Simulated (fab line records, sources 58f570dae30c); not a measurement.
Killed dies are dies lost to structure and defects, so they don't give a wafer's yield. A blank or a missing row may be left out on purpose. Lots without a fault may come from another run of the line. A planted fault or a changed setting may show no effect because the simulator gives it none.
Tool commonality check | flow berkeley_cmos170 | 14 lots, 42 wafers sampled

WHY IT WAS OPENED
At UCB170_PWELL_TW_MEAS_17 the reading PWELL_TW is flagged on 2 of 14 lots. Wafers without a fault read 379, standard deviation 3.3.
Rule: a lot is flagged when every wafer of it that has a number lies more than 4 standard deviations from that mean, or none has a number. The other lots count as sound.

lot  | measured    | on            | PWELL_TW, wafer by wafer | flag
L876 | day 2 20:40 | film_metro-01 | 375 376 376              |
L877 | day 3 06:31 | film_metro-03 | 381 382 379              |
L878 | day 3 07:02 | film_metro-01 | 374 372 375              |
L879 | day 3 10:07 | film_metro-03 | 381 381 382              |
L880 | day 3 17:30 | film_metro-03 | 379 379 381              |
L883 | day 4 06:48 | film_metro-01 | 374 377 377              |
L882 | day 4 07:01 | film_metro-04 | 382 382 380              |
L885 | day 4 15:43 | film_metro-04 | 383 381 381              |
L890 | day 5 17:21 | film_metro-03 | 407 403 403              | FLAGGED
L889 | day 5 17:27 | film_metro-04 | 380 382 383              |
L891 | day 6 01:20 | film_metro-03 | 403 405 403              | FLAGGED
L892 | day 6 15:51 | film_metro-03 | 379 382 383              |
L896 | day 7 08:26 | film_metro-01 | 375 377 376              |
L897 | day 7 15:01 | film_metro-04 | 380 379 380              |
The numbers of the flagged lots are 404 on average: +25 against the usual, or +8 standard deviations.

WHICH TOOL RAN EACH LOT
The record holds 1 process step before the reading, out of a route of 331 steps. In each cell: the tool, then ch and the chambers that the sampled wafers went through, then the start.
lot  | flag    | UCB170_PWELL_IMPLANT_15
L876 |         | implanter-03 ch 0, day 2 20:26
L877 |         | implanter-03 ch 0, day 3 06:17
L878 |         | implanter-02 ch 0, day 3 06:48
L879 |         | implanter-01 ch 0, day 3 09:52
L880 |         | implanter-01 ch 0, day 3 17:15
L883 |         | implanter-01 ch 0, day 4 06:33
L882 |         | implanter-03 ch 0, day 4 06:47
L885 |         | implanter-03 ch 0, day 4 15:28
L890 | FLAGGED | implanter-03 ch 0, day 5 17:08
L889 |         | implanter-02 ch 0, day 5 17:11
L891 | FLAGGED | implanter-03 ch 0, day 6 01:05
L892 |         | implanter-02 ch 0, day 6 15:37
L896 |         | implanter-01 ch 0, day 7 08:11
L897 |         | implanter-02 ch 0, day 7 14:46
What these steps do:
- UCB170_PWELL_IMPLANT_15
- UCB170_PWELL_TW_MEAS_17

FLAGGED OVER TOTAL, TOOL BY TOOL (the gauges that took the reading come last)
step                    | tool          | lots run | flagged | share of the flagged lots | sound lots run after its first flagged lot
UCB170_PWELL_IMPLANT_15 | implanter-01  | 4        | 0       | none                      | -
UCB170_PWELL_IMPLANT_15 | implanter-02  | 4        | 0       | none                      | -
UCB170_PWELL_IMPLANT_15 | implanter-03  | 6        | 2       | all                       | 0
UCB170_PWELL_TW_MEAS_17 | film_metro-01 | 4        | 0       | none                      | -
UCB170_PWELL_TW_MEAS_17 | film_metro-03 | 6        | 2       | all                       | 1 (L892)
UCB170_PWELL_TW_MEAS_17 | film_metro-04 | 4        | 0       | none                      | -

WHAT THE TABLE ALLOWS
2 rows of the table ran every flagged lot: implanter-03 at UCB170_PWELL_IMPLANT_15, film_metro-03 at UCB170_PWELL_TW_MEAS_17.
- implanter-03 at UCB170_PWELL_IMPLANT_15: 2 of its 6 lots flagged. Its last sound lot is L885 (day 4 15:28), its first flagged lot L890 (day 5 17:08): a fault that began between those two fits. Its own readings lie more than 4 standard deviations out on every wafer of the flagged lots: beam_on_s, end_station_pressure_torr, faraday_current_uA.
- film_metro-03 at UCB170_PWELL_TW_MEAS_17: 2 of its 6 lots flagged. Sound lots ran on it after the first flagged one (L892), which a lasting fault on the whole tool wouldn't allow.
One tool is left: implanter-03 at UCB170_PWELL_IMPLANT_15.

WHAT THE SIMULATOR HAD PUT IN
Process parameter drift: implanter-03, from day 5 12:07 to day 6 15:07, at UCB170_PWELL_IMPLANT_15. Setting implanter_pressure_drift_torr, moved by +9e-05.
Process parameter drift: implanter-03, from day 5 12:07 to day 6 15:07, at UCB170_PWELL_IMPLANT_15. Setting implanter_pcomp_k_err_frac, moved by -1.
Lots struck among those shown: L890, L891. The rule above found the same.
